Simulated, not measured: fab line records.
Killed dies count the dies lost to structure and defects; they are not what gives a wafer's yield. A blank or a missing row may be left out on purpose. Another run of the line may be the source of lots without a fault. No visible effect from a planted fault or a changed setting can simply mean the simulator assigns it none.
A struck lot beside a sound one	flow rit-cmos	18 steps out of a route of 202
Sound: wafers L495.3, L495.4, L495.6. Wafers L501.2, L501.3, L501.5 were the ones struck. The cause is given at the end.
Order at every step that has rows: each side's tool, ch and its chambers, its first start. Under that, the readings that differ: sound wafers	struck wafers	difference of the means	sigmas: that difference in standard deviations of wafers without a fault.
alike: readings whose means differ by less than 2 such deviations, and words and numbers that are the same on both sides. not compared: withheld readings, readings that some wafer has no value for, bounds like >300 that may hide the same value, and numbers for which the record gives no deviation and whose values overlap.
Wherever a step has rows on one side only, a row that says differs or no value, or a row with sigmas, the two part there. Numbers that have no deviation but don't overlap get no sigmas and don't part them. Lack of a reading on every wafer of one side parts them only where that side has two or more wafers.

first, 1 step without rows for these wafers: RIT_PWELL_DEVELOP_05 (develop time 68 s).
RIT_PWELL_OVL_MEAS_06:
  sound: overlay-01 at day 2 23:02; struck: overlay-02 at day 4 06:15
  alike: PWELL_OVL
then, 2 steps without rows for these wafers: RIT_PWELL_HARDBAKE_07 (time 120 s); RIT_PWELL_IMPLANT_08.
RIT_PWELL_STRIP_09: strips in O2, time 180 s.
  sound on plasma-asher-01 ch 0,1, day 2 23:31; struck on plasma-asher-01 ch 0,1, day 4 06:41
  alike: drypump-motor-current-A
  not compared: rf-hours-counter-h
RIT_PWELL_TW_MEAS_10:
  sound: film-metro-01 at day 2 23:39; struck: film-metro-01 at day 4 06:52
  alike: PWELL_TW
then, 1 step without rows for these wafers: RIT_WELLDRIVE_ANNEAL_00 (time 14700 s).
RIT_WELLDRIVE_RS_MEAS_01: the measuring method here is four-point-probe.
  sound: film-metro-03 at day 3 05:35; struck: film-metro-01 at day 4 12:01
  alike: NWELL_RS
RIT_WELLDRIVE_RS_MEAS_02: the measuring method here is four-point-probe.
  sound: film-metro-03 at day 3 05:43; struck: film-metro-01 at day 4 12:08
reading	sound	struck	difference	sigmas
PWELL_RS (ohm/sq)	433.0 432.0 431.9	426.7 427.5 427.4	-5.1	-4
then, 3 steps without rows for these wafers: RIT_NRETRO_HMDS_00 (prime time 60 s); RIT_NRETRO_COAT_01 (resist thk 1300 nm); RIT_NRETRO_SOFTBAKE_02 (time 60 s).
RIT_NRETRO_EXPOSE_03: exposes mask M4, target cd 43900 nm.
  sound on iline-stepper-01 ch 0, day 3 06:24; struck on iline-stepper-02 ch 0, day 4 12:50
reading	sound	struck	difference	sigmas
model.NRETRO.overlay-x-nm (nm)	-0.8418 -0.8418 -0.8418	-180.9 -180.9 -180.9	-180.1	
  alike: mask
then, 2 steps without rows for these wafers: RIT_NRETRO_PEB_04; RIT_NRETRO_DEVELOP_05 (develop time 68 s).
RIT_NRETRO_OVL_MEAS_06:
  sound: overlay-02 at day 3 06:48; struck: overlay-01 at day 4 13:15
reading	sound	struck	difference	sigmas
NRETRO_OVL (nm)	-1.5 -3.1 -3.2	-182.5 -181.3 -184.4	-180.1	-90
then, 1 step without rows for these wafers: RIT_NRETRO_HARDBAKE_07 (time 120 s).
RIT_M1_PROBE_99:
  sound: prober-01 at day 4 10:59; struck: prober-01 at day 5 17:11
reading	sound	struck	difference	sigmas
model.etest.retro-edge-nmos.off-log10-a-um	-9.782 -9.57 -9.16	-8.928 -8.656 -8.425	+0.834	
model.etest.retro-edge-pmos.off-log10-a-um	-10.12 -10.14 -9.898	-9.089 -8.727 -8.705	+1.212	
  alike: killed-at-contacts, killed-at-front-end, killed-dies, killed-open, killed-short

## WHERE THEY PART
Last at RIT_NRETRO_OVL_MEAS_06 as far as this record goes, first at RIT_WELLDRIVE_RS_MEAS_02. Later steps at which nothing parts them and some readings are alike: RIT_M1_PROBE_99.

WHY: whatever the simulator had introduced
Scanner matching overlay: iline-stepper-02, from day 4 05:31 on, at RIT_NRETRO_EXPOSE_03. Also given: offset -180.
